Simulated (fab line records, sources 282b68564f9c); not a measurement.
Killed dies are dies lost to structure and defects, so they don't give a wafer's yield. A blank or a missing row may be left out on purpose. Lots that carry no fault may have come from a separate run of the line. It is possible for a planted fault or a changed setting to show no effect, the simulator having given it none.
fab line records    flow rit_cmos
[record] lots = 6  wafers = 18  last_day = 7
route steps=202 shown M1@184
lots that met no fault: from a run of the same line without faults
start_h: the number of hours between the record's first day and the start of the first shown wafer of the lot    wait_h: hours from the lot's prior step to this one    " identical to the entry in the row above    L1.1+2: one row covering several wafers at once    - no value, or no start given    * or withheld: withheld    < > ~ a bound
route shown NAME@n: NAME is a module with steps in the file, n the number in the route of the first one    usual: mean/standard deviation taken from wafers without a fault    same: alike in all rows    chamber/n: place in a boat    sites: the reading at each site    _std_site: the standard deviation of these    _edge_site: inner sites' mean taken away from outer sites' mean    radius_mm: for every site, how far away it sits from the centre of the wafer    mask NAME#n: copy n    behind: the tool/chamber that last shaped the wafer    hold: why the lot went on hold/how many hours it stayed there/how the hold came to an end    device: which transistor (n, p or np) failed to switch    end of line: the tests these same wafers got at the end of their route    a step without rows: its recipe alone    killed: the dies lost at the first sort to structure and to defects; this is not the yield of the wafer    map: the dies of a wafer, with x for killed, . for not killed, _ for no die there
set.NAME: the setting the step ran with; set.NAME@STEP: the setting that earlier step ran with    model.NAME: the simulator's own value behind a step, which no gauge read
lots seen at some steps along the route; tables by step, rows by wafer
services: when a tool's chamber went out of use (start_h, in hours from the record's first day, below 0 if earlier), for how many hours, and the reason
[[steps]]
[step RIT_M1_SPUTTER_00]
[recipe] material = Al  target_thk_nm = 400  power_w = 2000  chamber_pressure_pa = 0.4  gas = Ar  time_s = 500  substrate_temp_c = 25
[usual] throttle_valve_pct = 29.8/0.82
lot.wafer  tool            chamber  start_h  wait_h  throttle_valve_pct
L380.2     pvd_sputter-04  -        56.63    0.0     30.5
L380.4     "               -        "        "       29.9
L380.6     "               -        "        "       29.4
L389.1     pvd_sputter-02  -        98.31    0.0     29.5
L389.2     "               -        "        "       28.7
L389.5     "               -        "        "       29.4
L392.1     pvd_sputter-04  -        115.89   0.0     30.2
L392.3     "               -        "        "       29.0
L392.4     "               -        "        "       29.8
L398.4     pvd_sputter-03  -        148.53   0.0     28.2
L398.5     "               -        "        "       28.2
L398.6     "               -        "        "       30.3
L400.1     pvd_sputter-04  -        152.26   0.0     30.2
L400.4     "               -        "        "       30.2
L400.6     "               -        "        "       30.4
L402.1     pvd_sputter-03  -        163.85   0.0     30.7
L402.4     "               -        "        "       28.2
L402.5     "               -        "        "       28.1
[step RIT_M1_RS_MEAS_01]
[recipe] thk_meas_gauge = four-point-probe  reads = Al_of_M1_SPUTTER_00
[usual] M1_AL_RS = 0.0734/0.0011
lot.wafer  tool           chamber  start_h  wait_h  M1_AL_RS[ohm/sq]
L380.2     film_metro-02  -        56.94    0.2     0.0722
L380.4     "              -        "        "       0.0731
L380.6     "              -        "        "       0.0719
L389.1     film_metro-03  -        98.61    0.1     0.0733
L389.2     "              -        "        "       0.0732
L389.5     "              -        "        "       0.0732
L392.1     film_metro-03  -        116.19   0.1     0.0722
L392.3     "              -        "        "       0.0716
L392.4     "              -        "        "       0.0732
L398.4     film_metro-01  -        148.88   0.2     0.0730
L398.5     "              -        "        "       0.0732
L398.6     "              -        "        "       0.0727
L400.1     film_metro-03  -        152.56   0.1     0.0726
L400.4     "              -        "        "       0.0721
L400.6     "              -        "        "       0.0725
L402.1     film_metro-01  -        164.14   0.1     0.0746
L402.4     "              -        "        "       0.0739
L402.5     "              -        "        "       0.0737
[step RIT_M1_THK_MEAS_02]
[recipe] thk_meas_gauge = xrf  reads = Al_of_M1_SPUTTER_00
[usual] M1_AL_THK = 396/6.4
lot.wafer  tool           chamber  start_h  wait_h  M1_AL_THK[nm]
L380.2     film_metro-02  -        57.05    0.1     399
L380.4     "              -        "        "       395
L380.6     "              -        "        "       402
L389.1     film_metro-03  -        98.73    0.1     396
L389.2     "              -        "        "       395
L389.5     "              -        "        "       395
L392.1     film_metro-03  -        116.31   0.1     402
L392.3     "              -        "        "       404
L392.4     "              -        "        "       394
L398.4     film_metro-01  -        148.97   0.1     398
L398.5     "              -        "        "       397
L398.6     "              -        "        "       399
L400.1     film_metro-03  -        152.68   0.1     400
L400.4     "              -        "        "       401
L400.6     "              -        "        "       400
L402.1     film_metro-01  -        164.26   0.1     391
L402.4     "              -        "        "       393
L402.5     "              -        "        "       393
[step RIT_M1_HMDS_03]
[recipe] prime_time_s = 60  prime_temp_c = 140
[step RIT_M1_COAT_04]
[recipe] resist = NOVOLAK  spin_rpm = 2000  resist_thk_nm = 1300
[step RIT_M1_SOFTBAKE_05]
[recipe] resist = NOVOLAK  temp_c = 90  time_s = 60
[step RIT_M1_EXPOSE_06]
[recipe] mask_id = M12  na = 0.6  source_shape = conventional  sigma_outer = 0.5  target_cd_nm = 2600  dose_mj = 253
[step RIT_M1_PEB_07]
[recipe] resist = NOVOLAK  temp_c = withheld  time_s = withheld
[step RIT_M1_DEVELOP_08]
[recipe] resist = NOVOLAK  develop_time_s = 68  dev_temp_c = 23
[step RIT_M1_CD_MEAS_09]
[recipe] target_cd_nm = 2600
[usual] cd_nm = 2599.3/2.2
lot.wafer  tool       chamber  start_h  wait_h  cd_nm
L380.2     cd_sem-01  -        58.31    -       2595.7
L380.4     "          -        "        "       2595.3
L380.6     "          -        "        "       2596.8
L389.1     cd_sem-01  -        99.79    -       2595.6
L389.2     "          -        "        "       2597.9
L389.5     "          -        "        "       2598.7
L392.1     cd_sem-02  -        117.43   -       2598.1
L392.3     "          -        "        "       2598.4
L392.4     "          -        "        "       2599.1
L398.4     cd_sem-01  -        150.07   -       2597.8
L398.5     "          -        "        "       2600.1
L398.6     "          -        "        "       2599.5
L400.1     cd_sem-02  -        153.62   -       2597.7
L400.4     "          -        "        "       2596.8
L400.6     "          -        "        "       2597.9
L402.1     cd_sem-02  -        165.20   -       2601.1
L402.4     "          -        "        "       2597.5
L402.5     "          -        "        "       2601.9
[step RIT_M1_OVL_MEAS_10]
[usual] M1_OVL = 0.7/1.3
lot.wafer  tool        chamber  start_h  wait_h  M1_OVL[nm]
L380.2     overlay-02  -        58.42    0.1     0.1
L380.4     "           -        "        "       -1.5
L380.6     "           -        "        "       -1.4
L389.1     overlay-01  -        99.91    0.1     1.5
L389.2     "           -        "        "       1.6
L389.5     "           -        "        "       1.9
L392.1     overlay-02  -        117.55   0.1     0.8
L392.3     "           -        "        "       0.7
L392.4     "           -        "        "       0.4
L398.4     overlay-01  -        150.15   0.1     1.7
L398.5     "           -        "        "       2.5
L398.6     "           -        "        "       0.6
L400.1     overlay-01  -        153.74   0.1     1.3
L400.4     "           -        "        "       1.6
L400.6     "           -        "        "       0.7
L402.1     overlay-01  -        165.32   0.1     1.1
L402.4     "           -        "        "       -0.2
L402.5     "           -        "        "       -1.4
[step RIT_M1_HARDBAKE_11]
[recipe] resist = NOVOLAK  temp_c = 140  time_s = 120
[step RIT_M1_METAL_ETCH_12]
[recipe] stop_on = SiO2  chemistry = Cl2/BCl3  target = Al  time_s = 165  over_etch_frac = 0.5  pressure_mtorr = 100  target_depth_a = 6000  rf_w = 250  Cl2_flow_sccm = 60  bcl3_flow_sccm = 50
[usual] drypump_motor_current_A = 5.7/0.45  oes_product_au = 0.772/0.0088  run_length_s = 193.5/0.65  throttle_valve_pct = 8.34/0.11
[same] over_etch_frac = 0.5
lot.wafer  tool          chamber  start_h  wait_h  drypump_motor_current_A  oes_product_au  rf_hours_counter_h  run_length_s  throttle_valve_pct  model.NOVOLAK_of_M1_COAT_04.thk_nm  model.M1.feature_depth_nm  model.etch.depth_nm
L380.2     rie_metal-02  0        58.70    0.2     5.9                      0.775           36                  194.0         8.34                799                                 440.1                      406.5
L380.4     "             0        "        "       5.9                      0.771           -                   193.8         8.37                802.1                               434.2                      401
L380.6     "             1        "        "       5.4                      0.788           -                   193.2         8.26                812.5                               441.6                      408.9
L389.1     rie_metal-02  1        100.20   0.2     5.5                      1.004           37                  127.4         8.24                935.4                               362.8                      362.8
L389.2     "             0        "        "       6.0                      1.014           36                  127.6         8.31                932.5                               374.5                      374.5
L389.5     "             0        "        "       5.9                      1.026           -                   127.6         8.30                930.3                               373.6                      373.6
L392.1     rie_metal-02  1        117.84   0.2     5.5                      1.005           37                  127.4         8.25                942.2                               360.2                      360.2
L392.3     "             1        "        "       5.5                      1.002           -                   127.2         8.24                939.8                               357.5                      357.5
L392.4     "             0        "        "       5.9                      1.006           -                   127.6         8.32                934                                 368.8                      368.8
L398.4     rie_metal-01  0        150.47   0.1     6.5                      0.762           -                   193.1         8.20                810.5                               434.5                      402.1
L398.5     "             0        "        "       6.5                      0.775           -                   192.9         8.22                808.7                               434.3                      401.8
L398.6     "             1        "        "       5.8                      0.775           -                   193.8         8.37                809.4                               437                        404.1
L400.1     rie_metal-01  1        154.03   0.2     5.8                      0.780           2                   193.4         8.37                808.6                               436.8                      403.9
L400.4     "             1        "        "       5.8                      0.781           -                   194.0         8.38                811.8                               439.1                      406.3
L400.6     "             0        "        "       6.5                      0.779           -                   192.8         8.20                811.9                               436.9                      404.8
L402.1     rie_metal-04  0        165.61   0.2     5.0                      0.761           4                   193.1         8.54                795.6                               427.7                      394.3
L402.4     "             1        "        "       5.5                      0.768           -                   193.7         8.30                797.1                               431.5                      397.9
L402.5     "             0        "        "       5.0                      0.761           -                   193.4         8.54                801.1                               431.9                      398.4
[step RIT_M1_STRIP_13]
[recipe] chemistry = nmp  resist = NOVOLAK  temp_c = 80  time_s = 600  dry = n2_spin
[step RIT_M1_STRIP_14]
[recipe] chemistry = O2  time_s = 186.3  platen_temp_c = withheld  power_w = 500  pressure_mtorr = 4000  o2_flow_sccm = 4000
[usual] drypump_motor_current_A = 5.4/0.43
lot.wafer  tool             chamber  start_h  wait_h  drypump_motor_current_A  rf_hours_counter_h
L380.2     plasma_asher-03  0        59.04    0.0     4.8                      42
L380.4     "                0        "        "       4.8                      -
L380.6     "                0        "        "       4.8                      -
L389.1     plasma_asher-01  0        100.53   0.0     4.8                      30
L389.2     "                1        "        "       5.9                      30
L389.5     "                0        "        "       4.8                      -
L392.1     plasma_asher-01  1        118.18   0.0     5.9                      32
L392.3     "                0        "        "       4.8                      -
L392.4     "                1        "        "       5.9                      -
L398.4     plasma_asher-03  0        150.81   0.1     4.8                      -
L398.5     "                0        "        "       4.8                      -
L398.6     "                1        "        "       5.7                      -
L400.1     plasma_asher-04  1        154.36   0.0     5.5                      4
L400.4     "                1        "        "       5.5                      -
L400.6     "                0        "        "       5.8                      -
L402.1     plasma_asher-03  0        165.96   0.0     4.8                      54
L402.4     "                0        "        "       4.8                      -
L402.5     "                1        "        "       5.7                      -
[step RIT_M1_CD_MEAS_90]
[recipe] target_cd_nm = 2600
[usual] cd_nm = 2598.8/3
lot.wafer  tool       chamber  start_h  wait_h  cd_nm
L380.2     cd_sem-01  -        59.23    0.1     2593.3
L380.4     "          -        "        "       2594.3
L380.6     "          -        "        "       2597.2
L389.1     cd_sem-01  -        100.71   0.1     2606.8
L389.2     "          -        "        "       2607.4
L389.5     "          -        "        "       2607.5
L392.1     cd_sem-02  -        118.35   0.1     2607.4
L392.3     "          -        "        "       2607.1
L392.4     "          -        "        "       2606.8
L398.4     cd_sem-01  -        150.99   0.1     2598.0
L398.5     "          -        "        "       2601.2
L398.6     "          -        "        "       2601.1
L400.1     cd_sem-01  -        154.54   0.1     2598.2
L400.4     "          -        "        "       2600.3
L400.6     "          -        "        "       2600.7
L402.1     cd_sem-01  -        166.13   0.1     2600.0
L402.4     "          -        "        "       2596.0
L402.5     "          -        "        "       2600.7
[step RIT_M1_ANNEAL_15]
[recipe] temp_c = 450  time_s = 1800  ambient = forming_gas_H2N2
[step RIT_M1_PROBE_99]
[usual] defect_limited_yield = 97.3/1.2  killed_at_M0_to_M3 = 0.0/0.12  killed_at_front_end = 7/3.2  killed_dies = 7/3.2  killed_on_rim = 1.8/1.3  killed_open = 3.6/2.1  killed_short = 3.5/2.1  sort_bin_3_pad_short = 0.1/0.21  sort_bin_5_function = 1.6/0.88  sort_bin_6_memory = 1.0/0.66  sort_n_pass = 257/3.2  sort_yield_pct = 97.3/1.2
[same] gross_dies = 264  killed_at_M4_up = 0  killed_at_back_side = 0  killed_at_contacts = 0  killed_at_other = 0
lot.wafer  tool       chamber  start_h  wait_h  defect_limited_yield[%]  killed_at_M0_to_M3  killed_at_front_end  killed_dies  killed_on_rim  killed_open  killed_short  sort_bin_3_pad_short[%]  sort_bin_5_function[%]  sort_bin_6_memory[%]  sort_n_pass  sort_yield_pct[%]  model.etest.tester.sort_n_pass  model.etest.tester.sort_yield_pct  model.etest.tester.sort_bin_5_pct  model.etest.nmos_narrow.short  model.etest.diode_pplus_comb.over_limit  model.etest.antenna_poly.short  model.etest.vpnp.short  model.etest.retro_edge_pmos.over_limit
L380.2     prober-01  -        61.00    0.1     98.5                     0                   4                    4            0              1            3             0                        1.5                     0                     260          98.5               260                             98.48                              1.515                              0                              0                                        0                               0                       0
L380.4     prober-01  -        61.10    0.2     98.1                     0                   5                    5            2              3            2             0                        1.5                     0.4                   259          98.1               259                             98.11                              1.515                              0                              0                                        0                               0                       0
L380.6     prober-01  -        61.20    0.2     98.1                     0                   5                    5            1              4            1             0                        1.1                     0.8                   259          98.1               259                             98.11                              1.136                              0                              0                                        0                               0                       0
L389.1     prober-01  -        103.04   0.1     0                        258                 6                    264          70             5            1             0                        99.6                    0.4                   0            0                  0                               0                                  99.62                              1                              1                                        1                               1                       1
L389.2     prober-01  -        103.09   0.1     1.1                      250                 11                   261          67             7            4             0                        97.0                    1.9                   3            1.1                3                               1.136                              96.97                              1                              1                                        1                               1                       1
L389.5     prober-01  -        103.24   0.2     0.4                      258                 5                    263          69             2            3             0                        98.9                    0.8                   1            0.4                1                               0.3788                             98.86                              1                              1                                        1                               1                       1
L392.1     prober-02  -        120.09   0.1     0                        258                 6                    264          70             2            4             0                        98.9                    1.1                   0            0                  0                               0                                  98.86                              1                              1                                        1                               1                       1
L392.3     prober-02  -        120.19   0.2     0                        258                 6                    264          70             4            2             0                        98.9                    1.1                   0            0                  0                               0                                  98.86                              1                              1                                        1                               1                       1
L392.4     prober-02  -        120.24   0.2     0                        261                 3                    264          70             2            1             0                        99.6                    0.4                   0            0                  0                               0                                  99.62                              1                              1                                        1                               1                       1
L398.4     prober-02  -        153.73   0.2     96.6                     0                   9                    9            1              7            2             0                        1.9                     1.5                   255          96.6               255                             96.59                              1.894                              0                              0                                        0                               0                       0
L398.5     prober-02  -        153.78   0.2     98.5                     0                   4                    4            0              4            0             0                        1.5                     0                     260          98.5               260                             98.48                              1.515                              0                              0                                        0                               0                       0
L398.6     prober-02  -        153.83   0.2     96.6                     0                   9                    9            0              5            4             0                        1.9                     1.5                   255          96.6               255                             96.59                              1.894                              0                              0                                        0                               0                       0
L400.1     prober-02  -        156.39   0.1     98.1                     0                   5                    5            0              1            4             0                        1.1                     0.8                   259          98.1               259                             98.11                              1.136                              0                              0                                        0                               0                       0
L400.4     prober-02  -        156.54   0.2     99.2                     0                   2                    2            1              1            1             0                        0                       0.8                   262          99.2               262                             99.24                              0                                  0                              0                                        0                               0                       0
L400.6     prober-02  -        156.64   0.2     97.3                     0                   7                    7            2              2            4             0                        1.1                     1.5                   257          97.3               257                             97.35                              1.136                              0                              0                                        0                               0                       0
L402.1     prober-02  -        167.87   0.1     99.2                     0                   2                    2            1              0            2             0                        0.4                     0.4                   262          99.2               262                             99.24                              0.3788                             0                              0                                        0                               0                       0
L402.4     prober-02  -        168.02   0.2     97.0                     0                   8                    8            1              3            5             0                        2.7                     0.4                   256          97.0               256                             96.97                              2.652                              0                              0                                        0                               0                       0
L402.5     prober-02  -        168.07   0.2     95.1                     0                   13                   13           4              5            8             0.4                      3.8                     0.8                   251          95.1               251                             95.08                              3.788                              0                              0                                        0                               0                       0
// killed by level:class
L380.2 GATE:geometric_particle:short=2 FOX2:geometric_particle:open=1 FOX2:geometric_particle:short=1
L380.4 SPACER:geometric_particle:short=2 FOX1:geometric_particle:open=1 FOX2:geometric_particle:open=1 REOX:geometric_particle:open=1
L380.6 GATE:geometric_particle:open=3 REOX:geometric_particle:short=1 REOX:geometric_particle:open=1
L389.1 M1:area_etch=258 GATE:geometric_particle:open=2 REOX:geometric_particle:open=2 FOX2:geometric_particle:open=1 GATE:geometric_particle:short=1
L389.2 M1:area_etch=250 FOX1:geometric_particle:open=2 GATE:geometric_particle:short=2 GATE:geometric_particle:open=2 REOX:geometric_particle:open=2 SILICIDE:geometric_particle:short=2 SILICIDE:geometric_particle:open=1
L389.5 M1:area_etch=258 FOX1:geometric_particle:short=1 REOX:geometric_particle:open=1 REOX:geometric_particle:short=1 SPACER:geometric_particle:open=1 SPACER:geometric_particle:short=1
L392.1 M1:area_etch=258 GATE:geometric_particle:short=3 FOX2:geometric_particle:open=1 SILICIDE:geometric_particle:open=1 SILICIDE:geometric_particle:short=1
L392.3 M1:area_etch=258 REOX:geometric_particle:open=2 REOX:geometric_particle:short=2 GATE:geometric_particle:open=1 SPACER:geometric_particle:open=1
L392.4 M1:area_etch=261 FOX2:geometric_particle:open=1 SPACER:geometric_particle:short=1 SPACER:geometric_particle:open=1
L398.4 GATE:geometric_particle:open=3 SPACER:geometric_particle:open=3 GATE:geometric_particle:short=1 REOX:geometric_particle:open=1 SPACER:geometric_particle:short=1
L398.5 GATE:geometric_particle:open=2 SPACER:geometric_particle:open=1 SILICIDE:geometric_particle:open=1
L398.6 GATE:geometric_particle:open=3 REOX:geometric_particle:short=2 FOX1:geometric_particle:open=1 FOX2:geometric_particle:short=1 FOX2:geometric_particle:open=1 SPACER:geometric_particle:short=1
L400.1 GATE:geometric_particle:short=2 REOX:geometric_particle:short=2 GATE:geometric_particle:open=1
L400.4 FOX1:geometric_particle:short=1 SILICIDE:geometric_particle:open=1
L400.6 GATE:geometric_particle:short=2 GATE:geometric_particle:open=1 REOX:geometric_particle:short=1 SPACER:geometric_particle:open=1 SILICIDE:geometric_particle:short=1 GATE:coat_microbubble_printed=1
L402.1 GATE:geometric_particle:short=2
L402.4 GATE:geometric_particle:short=4 GATE:geometric_particle:open=3 SPACER:geometric_particle:short=1
L402.5 REOX:geometric_particle:short=4 FOX1:geometric_particle:open=3 FOX1:geometric_particle:short=2 GATE:geometric_particle:open=1 SPACER:geometric_particle:short=1 SPACER:geometric_particle:open=1 SILICIDE:geometric_particle:short=1
// map L389.1 (x killed, . not)
________xxxxxxx_______
_____xxxxxxxxxxxxx____
____xxxxxxxxxxxxxxx___
___xxxxxxxxxxxxxxxxx__
__xxxxxxxxxxxxxxxxxxx_
__xxxxxxxxxxxxxxxxxxx_
_xxxxxxxxxxxxxxxxxxxxx
_xxxxxxxxxxxxxxxxxxxxx
_xxxxxxxxxxxxxxxxxxxxx
_xxxxxxxxxxxxxxxxxxxxx
__xxxxxxxxxxxxxxxxxxx_
__xxxxxxxxxxxxxxxxxxx_
___xxxxxxxxxxxxxxxxx__
____xxxxxxxxxxxxxxx___
_____xxxxxxxxxxxxx____
________xxxxxxx_______
// map L392.1 (x killed, . not)
________xxxxxxx_______
_____xxxxxxxxxxxxx____
____xxxxxxxxxxxxxxx___
___xxxxxxxxxxxxxxxxx__
__xxxxxxxxxxxxxxxxxxx_
__xxxxxxxxxxxxxxxxxxx_
_xxxxxxxxxxxxxxxxxxxxx
_xxxxxxxxxxxxxxxxxxxxx
_xxxxxxxxxxxxxxxxxxxxx
_xxxxxxxxxxxxxxxxxxxxx
__xxxxxxxxxxxxxxxxxxx_
__xxxxxxxxxxxxxxxxxxx_
___xxxxxxxxxxxxxxxxx__
____xxxxxxxxxxxxxxx___
_____xxxxxxxxxxxxx____
________xxxxxxx_______
[[services]]
tool             chamber  start_h  hours  kind
pvd_sputter-03   -        46.65    8.4    repair
pvd_sputter-04   -        48.98    4.7    repair
plasma_asher-04  -        54.47    2.2    repair
pvd_sputter-04   -        58.62    0.5    repair
rie_metal-04     -        64.87    0.9    repair
pvd_sputter-03   -        65.27    1.1    repair
plasma_asher-01  -        70.32    15.6   pm
pvd_sputter-04   -        72.06    4.4    repair
plasma_asher-04  -        108.75   9.0    pm
plasma_asher-04  0        108.75   9.0    vent_cycle
plasma_asher-04  1        108.75   9.0    vent_cycle
rie_metal-04     0        115.04   17.4   repair
plasma_asher-04  0        117.75   -      clean
plasma_asher-04  1        117.75   -      clean
rie_metal-04     1        121.73   6.4    repair
rie_metal-02     -        126.14   0.7    repair
rie_metal-02     -        136.12   20.0   pm
rie_metal-02     0        136.12   20.0   vent_cycle
rie_metal-02     1        136.12   20.0   vent_cycle
rie_metal-01     -        151.04   1.2    repair
rie_metal-02     0        156.12   -      clean
rie_metal-02     1        156.12   -      clean
[[key]]
[first_sign] step = RIT_M1_METAL_ETCH_12  reading = run_length_s  direction = down  sigmas = 99+  usual = *  struck = *
[effect] step = RIT_M1_METAL_ETCH_12  reading = oes_product_au  direction = up  sigmas = 27  usual = 0.772  struck = 1.010
[effect] step = RIT_M1_CD_MEAS_90  reading = cd_nm  direction = up  sigmas = 2.8  usual = 2598.8  struck = 2607.2
[effect] step = RIT_M1_PROBE_99  reading = killed_at_M0_to_M3  direction = up  sigmas = 99+  usual = 0.0  struck = 257.2
[model_effect] step = RIT_M1_METAL_ETCH_12  value = NOVOLAK_of_M1_COAT_04.thk_nm  without = 801.4  struck = 935.7
[model_effect] step = RIT_M1_PROBE_99  value = etest.tester.sort_n_pass  without = 257.8  struck = 0.6667
[more_kills_born_at] RIT_M1_METAL_ETCH_12@rie_metal-02 = 1543
met_at RIT_M1_METAL_ETCH_12
struck_wafers L389.1,L389.2,L389.5,L392.1,L392.3,L392.4
later_rows_left_out L389.1,L389.2,L389.5,L392.1,L392.3,L392.4
onset_between 58.70 100.20
[fault] kind = process_parameter_drift  tool = rie_metal-02  chamber = -  onset_h = 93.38  steps = RIT_M1_METAL_ETCH_12  channel = time_s  offset = *  shape = step  end_h = 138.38  stated = *
// later_rows_left_out: the simulator's readings of these wafers behind a module that went badly wrong aren't trusted and aren't shown, but for the sort
